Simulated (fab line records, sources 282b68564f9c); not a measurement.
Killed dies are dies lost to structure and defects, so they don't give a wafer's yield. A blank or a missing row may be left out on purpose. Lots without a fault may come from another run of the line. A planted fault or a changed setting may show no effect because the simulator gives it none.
Which tool did it? | flow rit_cmos | 14 lots, 42 wafers sampled, at 6 steps of a route of 202

WHAT THE GAUGES READ, wafer by wafer
RIT_ACTIVE_CD_MEAS_11: target cd 1400 nm. Usual: cd_nm 1400.8 nm, standard deviation 2.6.
lot  | measured    | on        | cd_nm (nm)           | flag
L419 | day 1 14:34 | cd_sem-02 | 1399.6 1399.1 1400.3 |
L420 | day 1 20:16 | cd_sem-01 | 1402.3 1401.2 1403.2 |
L421 | day 2 02:46 | cd_sem-01 | 1401.0 1401.7 1402.9 |
L422 | day 2 05:41 | cd_sem-02 | 1400.0 1401.2 1402.2 |
L424 | day 2 15:26 | cd_sem-02 | 1401.2 1399.7 1399.4 |
L425 | day 2 21:30 | cd_sem-01 | 1400.7 1400.4 1400.7 |
L426 | day 3 01:34 | cd_sem-02 | 1398.4 1397.2 1398.2 |
L428 | day 3 12:17 | cd_sem-02 | 1396.6 1396.8 1396.7 |
L429 | day 3 18:11 | cd_sem-02 | 1402.8 1399.9 1404.0 |
L433 | day 4 12:42 | cd_sem-02 | 1400.3 1399.7 1399.7 |
L438 | day 5 14:09 | cd_sem-02 | 1399.0 1400.1 1396.3 |
L439 | day 5 18:36 | cd_sem-01 | 1401.9 1403.9 1404.2 |
L440 | day 5 23:26 | cd_sem-01 | 1399.2 1398.5 1401.2 |
L441 | day 6 04:34 | cd_sem-01 | 1402.3 1405.0 1404.0 |

RIT_GATE_THK_MEAS_09. Usual: GATE_POLY_THK 253.9 nm, standard deviation 2.6.
lot  | measured    | on            | GATE_POLY_THK (nm) | flag
L419 | day 2 12:46 | film_metro-02 | 252.1 250.8 251.2  |
L420 | day 2 19:03 | film_metro-04 | 253.5 254.6 253.2  |
L421 | day 3 02:04 | film_metro-03 | 257.0 256.0 255.9  |
L422 | day 3 05:52 | film_metro-03 | 250.3 251.9 253.1  |
L424 | day 3 15:28 | film_metro-03 | 251.9 254.0 249.7  |
L425 | day 3 22:23 | film_metro-02 | 249.8 254.4 251.1  |
L426 | day 3 23:42 | film_metro-03 | 259.9 260.3 260.7  |
L428 | day 4 09:50 | film_metro-02 | 255.0 257.2 255.3  |
L429 | day 4 14:54 | film_metro-02 | 256.0 255.2 254.2  |
L433 | day 5 09:35 | film_metro-04 | 252.2 250.3 250.4  |
L438 | day 6 11:57 | film_metro-03 | 252.7 251.9 253.1  |
L439 | day 6 16:38 | film_metro-02 | 347.6 346.3 346.7  | OFF
L440 | day 6 21:43 | film_metro-02 | 349.8 349.7 349.9  | OFF
L441 | day 7 01:52 | film_metro-02 | 257.5 256.8 257.2  |

RIT_CONTACT_THK_MEAS_01. Usual: CONTACT_TEOS_THK 399 nm, standard deviation 5.2.
lot  | measured    | on            | CONTACT_TEOS_THK (nm) | flag
L419 | day 3 03:26 | film_metro-03 | 394 404 398           |
L420 | day 3 12:30 | film_metro-03 | 397 399 404           |
L421 | day 3 17:08 | film_metro-03 | 397 407 402           |
L422 | day 3 20:45 | film_metro-01 | 398 398 405           |
L424 | day 4 08:25 | film_metro-03 | 395 409 406           |
L425 | day 4 13:08 | film_metro-03 | 394 390 400           |
L426 | day 4 15:08 | film_metro-01 | 401 401 404           |
L428 | day 5 01:10 | film_metro-03 | 395 401 405           |
L429 | day 5 05:38 | film_metro-03 | 399 405 406           |
L433 | day 6 01:47 | film_metro-03 | 389 391 402           |
L438 | day 7 03:07 | film_metro-04 | 401 403 402           |
L441 | day 7 17:00 | film_metro-04 | 400 398 404           |

RIT_CONTACT_OVL_MEAS_09. Usual: CONTACT_OVL -0.4 nm, standard deviation 1.4.
lot  | measured    | on         | CONTACT_OVL (nm) | flag
L419 | day 3 04:35 | overlay-02 | -0.5 -1.5 -2.5   |
L420 | day 3 13:46 | overlay-01 | -0.9 -1.9 -2.0   |
L421 | day 3 18:35 | overlay-01 | -1.1 -0.5 -0.5   |
L422 | day 3 22:01 | overlay-02 | 0.7 -0.2 -0.1    |
L424 | day 4 09:34 | overlay-02 | -2.1 -2.3 1.1    |
L425 | day 4 14:17 | overlay-01 | -0.6 0.6 -0.7    |
L426 | day 4 16:25 | overlay-01 | -1.8 -1.1 -0.9   |
L428 | day 5 02:18 | overlay-01 | 0.3 -1.6 0.2     |
L429 | day 5 06:46 | overlay-02 | 1.2 1.4 -2.0     |
L433 | day 6 02:56 | overlay-02 | -0.7 -1.2 -2.0   |
L438 | day 7 04:16 | overlay-02 | 1.1 -1.6 0.1     |
L441 | day 7 18:09 | overlay-02 | -0.5 0.6 -0.8    |

WHICH TOOL RAN EACH LOT (tool, then ch and the chambers of the sampled wafers, then the start)
lot  | RIT_GATE_CVD_08            | RIT_GATE_ETCH_19
L419 | lpcvd-01 ch 1, day 2 11:08 | rie_si-02 ch 0,1,2, day 2 13:58
L420 | lpcvd-02 ch 1, day 2 17:25 | rie_si-01 ch 0,1,3, day 2 20:23
L421 | lpcvd-02 ch 1, day 3 00:26 | rie_si-02 ch 0,2, day 3 03:16
L422 | lpcvd-01 ch 1, day 3 04:14 | rie_si-01 ch 0,1,2, day 3 07:16
L424 | lpcvd-02 ch 1, day 3 13:51 | rie_si-01 ch 0,3, day 3 16:55
L425 | lpcvd-01 ch 0, day 3 19:57 | rie_si-02 ch 1,3, day 3 23:43
L426 | lpcvd-02 ch 1, day 3 21:17 | rie_si-01 ch 0,2, day 4 01:10
L428 | lpcvd-02 ch 1, day 4 07:24 | rie_si-01 ch 2,3, day 4 11:07
L429 | lpcvd-01 ch 0, day 4 13:16 | rie_si-02 ch 1,2, day 4 16:18
L433 | lpcvd-01 ch 1, day 5 07:58 | rie_si-02 ch 1,2,3, day 5 10:55
L438 | lpcvd-02 ch 0, day 6 10:20 | rie_si-01 ch 0,1, day 6 13:10
L439 | lpcvd-01 ch 0, day 6 15:00 | rie_si-02 ch 0,1,3, day 6 18:07
L440 | lpcvd-01 ch 1, day 6 20:05 | rie_si-01 ch 0,1,3, day 6 23:03
L441 | lpcvd-02 ch 1, day 7 00:14 | rie_si-02 ch 0,1,3, day 7 03:04
- RIT_GATE_CVD_08: deposits poly-Si from SiH4, target thk 250 nm, time 2220 s.
- RIT_GATE_ETCH_19: etches poly-Si in SF6/CHF3/O2, stops on SiO2, time 165 s, target depth 312.5 nm.

WHAT THE TOOLS THEMSELVES READ (means of the sampled wafers that have a number; where no wafer has one, the mark that the record gives instead)
RIT_GATE_CVD_08. Usual: zone_power_centre_pct 26.2 %, standard deviation 3.
lot  | tool     | zone_power_centre_pct (%) | flag
L419 | lpcvd-01 | 31.5                      |
L420 | lpcvd-02 | 24.2                      |
L421 | lpcvd-02 | 23.8                      |
L422 | lpcvd-01 | 31.3                      |
L424 | lpcvd-02 | 24.3                      |
L425 | lpcvd-01 | 25.5                      |
L426 | lpcvd-02 | 24.2                      |
L428 | lpcvd-02 | 24.0                      |
L429 | lpcvd-01 | 25.3                      |
L433 | lpcvd-01 | 31.3                      |
L438 | lpcvd-02 | 24.9                      |
L439 | lpcvd-01 | 25.4                      |
L440 | lpcvd-01 | 31.2                      |
L441 | lpcvd-02 | 23.8                      |

RIT_GATE_ETCH_19. Usual: drypump_motor_current_A 5.7 A, standard deviation 0.48; oes_product_au 0.856 a.u., standard deviation 0.016; throttle_valve_pct 10.31 %, standard deviation 0.16.
lot  | tool      | drypump_motor_current_A (A) | oes_product_au (a.u.) | throttle_valve_pct (%) | flag
L419 | rie_si-02 | 6.1                         | 0.851                 | 10.38                  |
L420 | rie_si-01 | 5.3                         | 0.865                 | 10.23                  |
L421 | rie_si-02 | 6.3                         | 0.862                 | 10.30                  |
L422 | rie_si-01 | 5.3                         | 0.852                 | 10.33                  |
L424 | rie_si-01 | 5.3                         | 0.860                 | 10.32                  |
L425 | rie_si-02 | 5.5                         | 0.838                 | 10.43                  |
L426 | rie_si-01 | 5.3                         | 0.875                 | 10.42                  |
L428 | rie_si-01 | 5.9                         | 0.862                 | 10.15                  |
L429 | rie_si-02 | 5.9                         | 0.850                 | 10.48                  |
L433 | rie_si-02 | 5.7                         | 0.851                 | 10.34                  |
L438 | rie_si-01 | 5.0                         | 0.860                 | 10.30                  |
L439 | rie_si-02 | 5.7                         | 1.004                 | 10.34                  | OFF
L440 | rie_si-01 | 5.3                         | 1.008                 | 10.25                  | OFF
L441 | rie_si-02 | 5.7                         | 0.859                 | 10.34                  |

THE ANSWER, worked out from the rows above alone
Rule: a lot is off if the mean of its wafers that have a number lies more than 3 standard deviations from the usual mean. A lot without any number at a reading at which 4 lots or more have one is off too. The other lots that the step has rows for count as sound. The gauges are gone through in route order, then the tools' own readings, and for those a lot's mean is taken as printed above. The first step at which some lot is off is used, and at that step the reading that is off furthest; a lot without a number counts as furthest.
Off: L439, L440, at RIT_GATE_THK_MEAS_09 (GATE_POLY_THK).
A tool fits if, at a process step before that reading, it ran every lot that is off, and no sound lot after the first of them. The gauges at RIT_GATE_THK_MEAS_09 aren't tried: what is off there is off at RIT_GATE_ETCH_19 too, on other tools, and a gauge's error can't cause that. One fits: lpcvd-01 at RIT_GATE_CVD_08. Its last sound lot is L433 (day 5 07:58), its first lot that is off L439 (day 6 15:00): a fault that began between those two fits.

WHAT THE SIMULATOR HAD PUT IN
Process parameter drift: lpcvd-01, from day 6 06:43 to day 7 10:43, at RIT_GATE_CVD_08. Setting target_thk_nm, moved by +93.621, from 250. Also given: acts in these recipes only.
Lots struck among those shown: L439, L440. The rule above found the same.
